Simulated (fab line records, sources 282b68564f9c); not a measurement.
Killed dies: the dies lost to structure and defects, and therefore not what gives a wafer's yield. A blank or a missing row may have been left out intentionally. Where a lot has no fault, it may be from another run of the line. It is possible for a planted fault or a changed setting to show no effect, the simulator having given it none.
The same fault as seen by 2 desks | flow ritCmos | numbers are kept per desk, each desk with only its own; the story behind them comes last

AT THE METROLOGY DESK
Means of the sampled wafers that have a number, per lot and without regard to the tool the lot ran on: this is what the gauges read. If a lot's mean is further than 4 standard deviations from the usual mean, the lot is out of limits and carries the mark OUT (the distance appears in the brackets).
Columns: A = ACTIVE_OXIDE_THK at RIT_ACTIVE_THK_MEAS_02, usual 47.0 nm; B = ACTIVE_NITRIDE_THK at RIT_ACTIVE_THK_MEAS_04, usual 149.9 nm; C = cdNm at RIT_ACTIVE_CD_MEAS_11, usual 1400.5 nm; D = cdNm at RIT_ACTIVE_CD_MEAS_90, usual 1400.5 nm; E = FOX1_OXIDE_THK at RIT_FOX1_THK_MEAS_01, usual 351 nm; F = FOX2_OXIDE_THK at RIT_FOX2_THK_MEAS_01, usual 351 nm; G = FIELD_OXIDE_LEFT_1_THK at RIT_FOX2_THK_MEAS_90, usual 323 nm
lot  | first seen here | A    | B     | C      | D      | E   | F   | G
L997 | day 1 17:37     | 47.3 | 150.9 | 1399.4 | 1399.8 | 351 | 354 | 327
L102 | day 2 18:03     | 46.6 | 148.5 | 1399.0 | 1399.1 | 360 | 353 | 326
L108 | day 4 00:04     | 45.3 | 147.8 | 1403.7 | 1403.1 | 345 | 353 | 325
L112 | day 4 20:13     | 46.8 | 151.7 | 1400.5 | 1399.7 | 348 | 346 | 319
L114 | day 5 06:03     | 48.1 | 146.8 | 1403.5 | 1403.7 | 362 | 350 | 322
L115 | day 5 11:04     | 47.9 | 151.2 | 1398.6 | 1398.4 | 353 | 360 | 334
This desk's finding: nothing out of limits on any of the 6 lots.

AT THE TOOL OWNER'S DESK: rieDiel-04
The tool's own readings at RIT_ACTIVE_ETCH_13 (etches Si3N4 in SF6, stops on SiO2, time 210 s, target depth 210 nm): means of the sampled wafers that have a number, for each lot that ran on this tool. If a lot's mean is further than 4 standard deviations from the usual mean, the lot is out of limits and carries the mark OUT (the distance appears in the brackets).
Columns: A = drypumpMotorCurrentA at RIT_ACTIVE_ETCH_13, usual 5.4 A; B = oesProductAu at RIT_ACTIVE_ETCH_13, usual 0.821 a.u.; C = rfFwdPowerW at RIT_ACTIVE_ETCH_13, usual 124.5 W; D = runLengthS at RIT_ACTIVE_ETCH_13, usual 238.3 s; E = throttleValvePct at RIT_ACTIVE_ETCH_13, usual 7.43 %
lot  | first seen here | A   | B                | C     | D                       | E
L997 | day 1 20:18     | 5.3 | 0.827            | 124.2 | 238.0                   | 7.39
L102 | day 2 20:55     | 5.2 | 0.823            | 124.5 | 238.3                   | 7.43
L108 | day 4 02:58     | 5.5 | 0.723 (-11) OUT  | 124.5 | 296.5 (+99 or more) OUT | 7.36
L112 | day 4 22:52     | 5.2 | 0.737 (-9.1) OUT | 124.6 | 296.1 (+99 or more) OUT | 7.40
This desk's verdict: out of limits on L108, L112, starting with L108 at day 4 02:58 (oesProductAu at RIT_ACTIVE_ETCH_13). In limits: L997, L102.

TAKEN TOGETHER
At day 4 02:58, on L108, L112, the tool owner's desk was in a position to raise an alarm.
The metrology desk saw nothing out of limits.
The metrology desk holds a record of L108, L112, inside its limits.
The lots listed all ran RIT_ACTIVE_ETCH_13 on rieDiel-04.

WHAT THE SIMULATOR PUT IN
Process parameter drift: rieDiel-04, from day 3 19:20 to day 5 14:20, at RIT_ACTIVE_ETCH_13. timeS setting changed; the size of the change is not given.
Lots struck among those shown: L108, L112.
Hours from the fault's start to each desk's first reading out of limits: the tool owner's desk, 8.
